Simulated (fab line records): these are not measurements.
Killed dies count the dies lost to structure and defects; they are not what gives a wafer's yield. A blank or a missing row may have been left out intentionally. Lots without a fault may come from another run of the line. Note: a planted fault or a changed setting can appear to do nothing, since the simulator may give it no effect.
Which tool did it? :: flow rit_cmos :: Sampling: 15 lots, 45 wafers, 4 of 202 route steps

== WHAT THE GAUGES READ, wafer by wafer ==
RIT_PLDD_OVL_MEAS_06. Usual: PLDD_OVL typically reads 0.4 nm, with standard deviation 1.7.
lot: L561
measured: day 2 20:59
on: overlay-01
PLDD_OVL (nm): 3.0 -0.3 1.9
flag: 

lot: L562
measured: day 3 04:25
on: overlay-01
PLDD_OVL (nm): 0.9 0.2 3.2
flag: 

lot: L564
measured: day 3 11:42
on: overlay-02
PLDD_OVL (nm): -0.4 1.4 1.9
flag: 

lot: L565
measured: day 3 19:42
on: overlay-02
PLDD_OVL (nm): 1.2 -0.2 0.9
flag: 

lot: L567
measured: day 4 07:04
on: overlay-02
PLDD_OVL (nm): 0.5 -1.3 -1.5
flag: 

lot: L568
measured: day 4 09:37
on: overlay-01
PLDD_OVL (nm): 0.2 0.7 0.7
flag: 

lot: L569
measured: day 4 16:59
on: overlay-01
PLDD_OVL (nm): -1.5 -0.4 -1.0
flag: 

lot: L577
measured: day 6 05:47
on: overlay-02
PLDD_OVL (nm): 4.0 1.6 2.8
flag: 

lot: L579
measured: day 6 18:31
on: overlay-02
PLDD_OVL (nm): -2.3 1.0 -0.2
flag: 

lot: L580
measured: day 6 22:21
on: overlay-02
PLDD_OVL (nm): -2.7 -0.3 -2.0
flag: 

lot: L581
measured: day 7 00:26
on: overlay-02
PLDD_OVL (nm): -0.1 -0.5 0.2
flag: 

lot: L583
measured: day 7 13:58
on: overlay-01
PLDD_OVL (nm): 1.7 0.4 -0.2
flag: 

== TOOL THAT RAN EACH LOT (tool first, then ch and the chambers of the sampled wafers, then the start) ==
lot: L561
RIT_PWELL_STRIP_09: plasma_asher-04 ch 0,1, day 2 00:34
RIT_PRETRO_STRIP_09: plasma_asher-04 ch 0,1, day 2 09:07
RIT_GATE_STRIP_20: plasma_asher-01 ch 0,1, day 2 14:41

lot: L562
RIT_PWELL_STRIP_09: plasma_asher-02 ch 0,1, day 2 05:31
RIT_PRETRO_STRIP_09: plasma_asher-04 ch 0,1, day 2 15:31
RIT_GATE_STRIP_20: plasma_asher-03 ch 0,1, day 2 22:55

lot: L564
RIT_PWELL_STRIP_09: plasma_asher-02 ch 0,1, day 2 14:22
RIT_PRETRO_STRIP_09: plasma_asher-02 ch 0,1, day 2 22:57
RIT_GATE_STRIP_20: plasma_asher-01 ch 0,1, day 3 05:34

lot: L565
RIT_PWELL_STRIP_09: plasma_asher-02 ch 0,1, day 2 20:04
RIT_PRETRO_STRIP_09: plasma_asher-01 ch 0,1, day 3 04:37
RIT_GATE_STRIP_20: plasma_asher-01 ch 0,1, day 3 13:35

lot: L567
RIT_PWELL_STRIP_09: plasma_asher-02 ch 0, day 3 06:43
RIT_PRETRO_STRIP_09: plasma_asher-02 ch 1, day 3 16:07
RIT_GATE_STRIP_20: plasma_asher-01 ch 1, day 3 23:35

lot: L568
RIT_PWELL_STRIP_09: plasma_asher-03 ch 0,1, day 3 10:51
RIT_PRETRO_STRIP_09: plasma_asher-01 ch 0,1, day 3 19:32
RIT_GATE_STRIP_20: plasma_asher-01 ch 0,1, day 4 02:27

lot: L569
RIT_PWELL_STRIP_09: plasma_asher-04 ch 0,1, day 3 16:27
RIT_PRETRO_STRIP_09: plasma_asher-01 ch 0,1, day 4 01:00
RIT_GATE_STRIP_20: plasma_asher-03 ch 0,1, day 4 11:13

lot: L570
RIT_PWELL_STRIP_09: plasma_asher-04 ch 0,1, day 3 20:37
RIT_PRETRO_STRIP_09: plasma_asher-02 ch 0,1, day 4 05:20
RIT_GATE_STRIP_20: plasma_asher-01 ch 0,1, day 4 12:42

lot: L571
RIT_PWELL_STRIP_09: plasma_asher-02 ch 0,1, day 4 02:55
RIT_PRETRO_STRIP_09: plasma_asher-02 ch 0,1, day 4 13:07
RIT_GATE_STRIP_20: plasma_asher-04 ch 0,1, day 4 20:23

lot: L572
RIT_PWELL_STRIP_09: plasma_asher-04 ch 0,1, day 4 08:55
RIT_PRETRO_STRIP_09: plasma_asher-02 ch 0,1, day 4 18:11
RIT_GATE_STRIP_20: plasma_asher-01 ch 0,1, day 5 01:50

lot: L577
RIT_PWELL_STRIP_09: plasma_asher-04 ch 1, day 5 06:56
RIT_PRETRO_STRIP_09: plasma_asher-02 ch 0,1, day 5 17:19
RIT_GATE_STRIP_20: plasma_asher-04 ch 0,1, day 5 23:56

lot: L579
RIT_PWELL_STRIP_09: plasma_asher-02 ch 0,1, day 5 19:58
RIT_PRETRO_STRIP_09: plasma_asher-04 ch 0,1, day 6 06:11
RIT_GATE_STRIP_20: plasma_asher-01 ch 1, day 6 12:47

lot: L580
RIT_PWELL_STRIP_09: plasma_asher-03 ch 0,1, day 6 00:29
RIT_PRETRO_STRIP_09: plasma_asher-02 ch 1, day 6 10:38
RIT_GATE_STRIP_20: plasma_asher-01 ch 0,1, day 6 15:50

lot: L581
RIT_PWELL_STRIP_09: plasma_asher-03 ch 0,1, day 6 03:29
RIT_PRETRO_STRIP_09: plasma_asher-04 ch 0,1, day 6 12:13
RIT_GATE_STRIP_20: plasma_asher-01 ch 0,1, day 6 18:49

lot: L583
RIT_PWELL_STRIP_09: plasma_asher-04 ch 0,1, day 6 14:03
RIT_PRETRO_STRIP_09: plasma_asher-01 ch 0,1, day 6 23:59
RIT_GATE_STRIP_20: plasma_asher-03 ch 0,1, day 7 07:59
- RIT_PWELL_STRIP_09: strips in O2, time 180 s.
- RIT_PRETRO_STRIP_09: strips in O2, time 180 s.
- RIT_GATE_STRIP_20: strips in O2, time 180 s.

== AS READ BY THE TOOLS THEMSELVES (means over the sampled wafers that have a number; for cases with no such wafer, the mark the record gives instead) ==
RIT_PWELL_STRIP_09. Usual: chamber_pressure_mTorr 3999 mTorr, standard deviation 4; drypump_motor_current_A 5.82 A, standard deviation 0.26; o2_flow_sccm 3999 sccm, standard deviation 13.
lot: L561
tool: plasma_asher-04
chamber_pressure_mTorr (mTorr): 4000
drypump_motor_current_A (A): 5.55
o2_flow_sccm (sccm): 4007
flag: 

lot: L562
tool: plasma_asher-02
chamber_pressure_mTorr (mTorr): 4001
drypump_motor_current_A (A): 5.95
o2_flow_sccm (sccm): 4007
flag: 

lot: L564
tool: plasma_asher-02
chamber_pressure_mTorr (mTorr): 4000
drypump_motor_current_A (A): 6.05
o2_flow_sccm (sccm): 3998
flag: 

lot: L565
tool: plasma_asher-02
chamber_pressure_mTorr (mTorr): 3997
drypump_motor_current_A (A): 5.95
o2_flow_sccm (sccm): 3999
flag: 

lot: L567
tool: plasma_asher-02
chamber_pressure_mTorr (mTorr): 4003
drypump_motor_current_A (A): 5.84
o2_flow_sccm (sccm): 3997
flag: 

lot: L568
tool: plasma_asher-03
chamber_pressure_mTorr (mTorr): 3995
drypump_motor_current_A (A): 5.96
o2_flow_sccm (sccm): 3996
flag: 

lot: L569
tool: plasma_asher-04
chamber_pressure_mTorr (mTorr): 3996
drypump_motor_current_A (A): 5.47
o2_flow_sccm (sccm): 4001
flag: 

lot: L570
tool: plasma_asher-04
chamber_pressure_mTorr (mTorr): 3999
drypump_motor_current_A (A): 5.50
o2_flow_sccm (sccm): 3997
flag: 

lot: L571
tool: plasma_asher-02
chamber_pressure_mTorr (mTorr): 4002
drypump_motor_current_A (A): 5.96
o2_flow_sccm (sccm): 3992
flag: 

lot: L572
tool: plasma_asher-04
chamber_pressure_mTorr (mTorr): 3998
drypump_motor_current_A (A): 5.47
o2_flow_sccm (sccm): 3986
flag: 

lot: L577
tool: plasma_asher-04
chamber_pressure_mTorr (mTorr): 4001
drypump_motor_current_A (A): 5.56
o2_flow_sccm (sccm): 3984
flag: 

lot: L579
tool: plasma_asher-02
chamber_pressure_mTorr (mTorr): 4000
drypump_motor_current_A (A): 6.08
o2_flow_sccm (sccm): 3996
flag: 

lot: L580
tool: plasma_asher-03
chamber_pressure_mTorr (mTorr): 4002
drypump_motor_current_A (A): 5.89
o2_flow_sccm (sccm): 4004
flag: 

lot: L581
tool: plasma_asher-03
chamber_pressure_mTorr (mTorr): 4000
drypump_motor_current_A (A): 5.90
o2_flow_sccm (sccm): 3987
flag: 

lot: L583
tool: plasma_asher-04
chamber_pressure_mTorr (mTorr): 4001
drypump_motor_current_A (A): 5.47
o2_flow_sccm (sccm): 4003
flag: 

RIT_PRETRO_STRIP_09. Usual: chamber_pressure_mTorr 4001 mTorr, standard deviation 4; drypump_motor_current_A 5.85 A, standard deviation 0.3; o2_flow_sccm 4000 sccm, standard deviation 12.
lot: L561
tool: plasma_asher-04
chamber_pressure_mTorr (mTorr): 4004
drypump_motor_current_A (A): 5.47
o2_flow_sccm (sccm): 4009
flag: 

lot: L562
tool: plasma_asher-04
chamber_pressure_mTorr (mTorr): 3999
drypump_motor_current_A (A): 5.46
o2_flow_sccm (sccm): 3999
flag: 

lot: L564
tool: plasma_asher-02
chamber_pressure_mTorr (mTorr): 4001
drypump_motor_current_A (A): 6.03
o2_flow_sccm (sccm): 3999
flag: 

lot: L565
tool: plasma_asher-01
chamber_pressure_mTorr (mTorr): 4001
drypump_motor_current_A (A): 5.76
o2_flow_sccm (sccm): 4008
flag: 

lot: L567
tool: plasma_asher-02
chamber_pressure_mTorr (mTorr): 3998
drypump_motor_current_A (A): 6.17
o2_flow_sccm (sccm): 3998
flag: 

lot: L568
tool: plasma_asher-01
chamber_pressure_mTorr (mTorr): 4003
drypump_motor_current_A (A): 5.76
o2_flow_sccm (sccm): 3997
flag: 

lot: L569
tool: plasma_asher-01
chamber_pressure_mTorr (mTorr): 4002
drypump_motor_current_A (A): 6.00
o2_flow_sccm (sccm): 3988
flag: 

lot: L570
tool: plasma_asher-02
chamber_pressure_mTorr (mTorr): 4004
drypump_motor_current_A (A): 6.03
o2_flow_sccm (sccm): 4011
flag: 

lot: L571
tool: plasma_asher-02
chamber_pressure_mTorr (mTorr): 4000
drypump_motor_current_A (A): 5.94
o2_flow_sccm (sccm): 4014
flag: 

lot: L572
tool: plasma_asher-02
chamber_pressure_mTorr (mTorr): 3998
drypump_motor_current_A (A): 6.03
o2_flow_sccm (sccm): 3994
flag: 

lot: L577
tool: plasma_asher-02
chamber_pressure_mTorr (mTorr): 4000
drypump_motor_current_A (A): 6.03
o2_flow_sccm (sccm): 4000
flag: 

lot: L579
tool: plasma_asher-04
chamber_pressure_mTorr (mTorr): 3999
drypump_motor_current_A (A): 5.52
o2_flow_sccm (sccm): 3995
flag: 

lot: L580
tool: plasma_asher-02
chamber_pressure_mTorr (mTorr): 3999
drypump_motor_current_A (A): 6.15
o2_flow_sccm (sccm): 3984
flag: 

lot: L581
tool: plasma_asher-04
chamber_pressure_mTorr (mTorr): 4001
drypump_motor_current_A (A): 5.52
o2_flow_sccm (sccm): 4008
flag: 

lot: L583
tool: plasma_asher-01
chamber_pressure_mTorr (mTorr): 4001
drypump_motor_current_A (A): 5.98
o2_flow_sccm (sccm): 3993
flag: 

RIT_GATE_STRIP_20. Usual: chamber_pressure_mTorr 4000 mTorr, standard deviation 3.8; drypump_motor_current_A 5.84 A, standard deviation 0.3; o2_flow_sccm 4148 sccm, standard deviation 14.
lot: L561
tool: plasma_asher-01
chamber_pressure_mTorr (mTorr): 4001
drypump_motor_current_A (A): 6.00
o2_flow_sccm (sccm): 4133
flag: 

lot: L562
tool: plasma_asher-03
chamber_pressure_mTorr (mTorr): 4000
drypump_motor_current_A (A): 5.97
o2_flow_sccm (sccm): 4151
flag: 

lot: L564
tool: plasma_asher-01
chamber_pressure_mTorr (mTorr): 3999
drypump_motor_current_A (A): 6.01
o2_flow_sccm (sccm): 4159
flag: 

lot: L565
tool: plasma_asher-01
chamber_pressure_mTorr (mTorr): 4002
drypump_motor_current_A (A): 6.02
o2_flow_sccm (sccm): 4146
flag: 

lot: L567
tool: plasma_asher-01
chamber_pressure_mTorr (mTorr): 3998
drypump_motor_current_A (A): 5.55
o2_flow_sccm (sccm): 4147
flag: 

lot: L568
tool: plasma_asher-01
chamber_pressure_mTorr (mTorr): 4002
drypump_motor_current_A (A): 5.76
o2_flow_sccm (sccm): 4137
flag: 

lot: L569
tool: plasma_asher-03
chamber_pressure_mTorr (mTorr): 4001
drypump_motor_current_A (A): 5.95
o2_flow_sccm (sccm): 4142
flag: 

lot: L570
tool: plasma_asher-01
chamber_pressure_mTorr (mTorr): -
drypump_motor_current_A (A): -
o2_flow_sccm (sccm): -
flag: OFF

lot: L571
tool: plasma_asher-04
chamber_pressure_mTorr (mTorr): -
drypump_motor_current_A (A): -
o2_flow_sccm (sccm): -
flag: OFF

lot: L572
tool: plasma_asher-01
chamber_pressure_mTorr (mTorr): -
drypump_motor_current_A (A): -
o2_flow_sccm (sccm): -
flag: OFF

lot: L577
tool: plasma_asher-04
chamber_pressure_mTorr (mTorr): 3999
drypump_motor_current_A (A): 5.52
o2_flow_sccm (sccm): 4164
flag: 

lot: L579
tool: plasma_asher-01
chamber_pressure_mTorr (mTorr): 4001
drypump_motor_current_A (A): 5.55
o2_flow_sccm (sccm): 4160
flag: 

lot: L580
tool: plasma_asher-01
chamber_pressure_mTorr (mTorr): 4004
drypump_motor_current_A (A): 6.00
o2_flow_sccm (sccm): 4146
flag: 

lot: L581
tool: plasma_asher-01
chamber_pressure_mTorr (mTorr): 3999
drypump_motor_current_A (A): 5.76
o2_flow_sccm (sccm): 4150
flag: 

lot: L583
tool: plasma_asher-03
chamber_pressure_mTorr (mTorr): 4003
drypump_motor_current_A (A): 5.88
o2_flow_sccm (sccm): 4155
flag: 

== THE ANSWER, worked out from the rows above alone ==
Rule: lot off if the mean of its wafers having a number is beyond 3 standard deviations from the usual mean. A lot without any number at a reading at which 4 lots or more have one is off too. The other lots that the step has rows for count as sound. Order of review: gauges by route order, followed by the tools' own readings, for which a lot's mean as printed above is used. At the first step where some lot is off, the reading lying furthest off is the one used; lots without a number count as furthest.
Off: L570, L571, L572, at RIT_GATE_STRIP_20 (chamber_pressure_mTorr). Without a number there: L570, L571, L572.
A tool fits if, at that step or a process step before it, it ran every lot that is off, and no sound lot after the first of them. None of those tried fits.

== WHAT THE SIMULATOR HAD PUT IN ==
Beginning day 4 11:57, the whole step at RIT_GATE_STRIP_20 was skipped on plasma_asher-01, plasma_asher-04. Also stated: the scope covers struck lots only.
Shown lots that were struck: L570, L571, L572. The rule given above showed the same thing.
